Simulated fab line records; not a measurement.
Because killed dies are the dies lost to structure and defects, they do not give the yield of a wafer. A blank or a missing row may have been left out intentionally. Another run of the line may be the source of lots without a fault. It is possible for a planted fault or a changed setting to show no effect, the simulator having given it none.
Which tool is to blame? -- flow rit cmos -- 16 lots, 48 wafers sampled, at 2 steps of a route of 202

WHAT EACH GAUGE READ, for each wafer
RIT_NLDD_OVL_MEAS_06.
lot,measured,on,NLDD_OVL (nm)
L273,day 2 18:54,overlay-02,1.1 1.3 2.4
L274,day 2 22:53,overlay-01,-1.5 -1.5 -0.7
L275,day 3 02:48,overlay-02,-0.3 0.2 -0.3
L276,day 3 08:56,overlay-01,-1.3 1.0 1.1
L278,day 3 19:45,overlay-02,-0.1 -1.1 0.6
L279,day 3 23:44,overlay-01,-0.7 -1.4 -1.4
L283,day 4 23:25,overlay-02,-2.1 -1.0 -0.3
L284,day 5 00:58,overlay-02,1.0 -0.9 0.2
L285,day 5 06:38,overlay-01,-149.8 -149.6 -148.9
L286,day 5 13:07,overlay-02,-150.0 -148.3 -150.6
L288,day 5 21:09,overlay-01,-150.9 -150.3 -151.7
L287,day 5 21:22,overlay-02,1.1 1.3 0.8
L289,day 6 03:26,overlay-01,-152.1 -149.8 -152.0
L292,day 6 16:26,overlay-02,-0.8 -1.5 -0.9
L293,day 6 20:41,overlay-02,-0.7 -0.6 -0.1
L295,day 7 08:22,overlay-02,-1.1 1.0 -0.8

WHAT TOOL EACH LOT RAN ON (gives the tool, then ch and the chambers of the sampled wafers, and finally the start)
lot,RIT_NLDD_EXPOSE_03
L273,"iline stepper-02 ch 0, day 2 18:31"
L274,"iline stepper-02 ch 0, day 2 22:29"
L275,"iline stepper-01 ch 0, day 3 02:24"
L276,"iline stepper-02 ch 0, day 3 08:32"
L278,"iline stepper-02 ch 0, day 3 19:22"
L279,"iline stepper-01 ch 0, day 3 23:21"
L283,"iline stepper-01 ch 0, day 4 23:02"
L284,"iline stepper-02 ch 0, day 5 00:34"
L285,"iline stepper-01 ch 0, day 5 06:14"
L286,"iline stepper-01 ch 0, day 5 12:44"
L288,"iline stepper-01 ch 0, day 5 20:37"
L287,"iline stepper-02 ch 0, day 5 20:51"
L289,"iline stepper-01 ch 0, day 6 03:02"
L292,"iline stepper-02 ch 0, day 6 16:02"
L293,"iline stepper-02 ch 0, day 6 20:17"
L295,"iline stepper-02 ch 0, day 7 07:58"
- RIT_NLDD_EXPOSE_03: exposes mask M7, target cd 40700 nm.

AS READ BY THE TOOLS THEMSELVES (means over the sampled wafers that have a number; for cases with no such wafer, the mark the record gives instead)
RIT_NLDD_EXPOSE_03.
lot,tool,reticle temp C (C)
L273,iline stepper-02,22.96
L274,iline stepper-02,23.06
L275,iline stepper-01,22.88
L276,iline stepper-02,22.90
L278,iline stepper-02,23.18
L279,iline stepper-01,22.97
L283,iline stepper-01,23.02
L284,iline stepper-02,23.03
L285,iline stepper-01,22.97
L286,iline stepper-01,22.98
L288,iline stepper-01,22.98
L287,iline stepper-02,23.09
L289,iline stepper-01,22.93
L292,iline stepper-02,23.08
L293,iline stepper-02,22.89
L295,iline stepper-02,23.07

THE ANSWER, worked out from the rows above alone
Rule: the lots themselves supply what counts as usual. The widest of any qualifying gaps counts: lots, ordered by their means at a reading, are off when they make up no more than a third of the lots, leave a main group of 4 or more, and stand apart from it by 3 or more times the standard deviation of that group's means. Not used: any main group whose means are identical at the precision the tables above print for the reading. A lot without any number at a reading at which 4 lots or more have one is off too. All remaining lots with rows at the step are treated as sound. After the gauges, taken in route order, come the tools' own readings; for these a lot's mean is taken, as printed above. The first step at which some lot is off is used, and at that step the reading that is off furthest; a lot without a number counts as furthest.
Off: L285, L286, L288, L289, at RIT_NLDD_OVL_MEAS_06 (NLDD_OVL). Mean -0.2 nm and standard deviation 0.86 in the main group.
If a tool, at a process step before that reading, ran all the lots that are off and no sound lot after the first of them, it fits. The gauges at RIT_NLDD_OVL_MEAS_06 are tried like those tools. One fits: iline stepper-01 at RIT_NLDD_EXPOSE_03. A fault onset in the window from L283 (day 4 23:02, its last sound lot) to L285 (day 5 06:14, its first lot off) fits.

WHAT HAD BEEN PUT IN BY THE SIMULATOR
Scanner matching overlay: iline stepper-01, from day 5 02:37 on, at RIT_NLDD_EXPOSE_03. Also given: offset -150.
Shown lots that were struck: L285, L286, L288, L289. The rule above found the same.
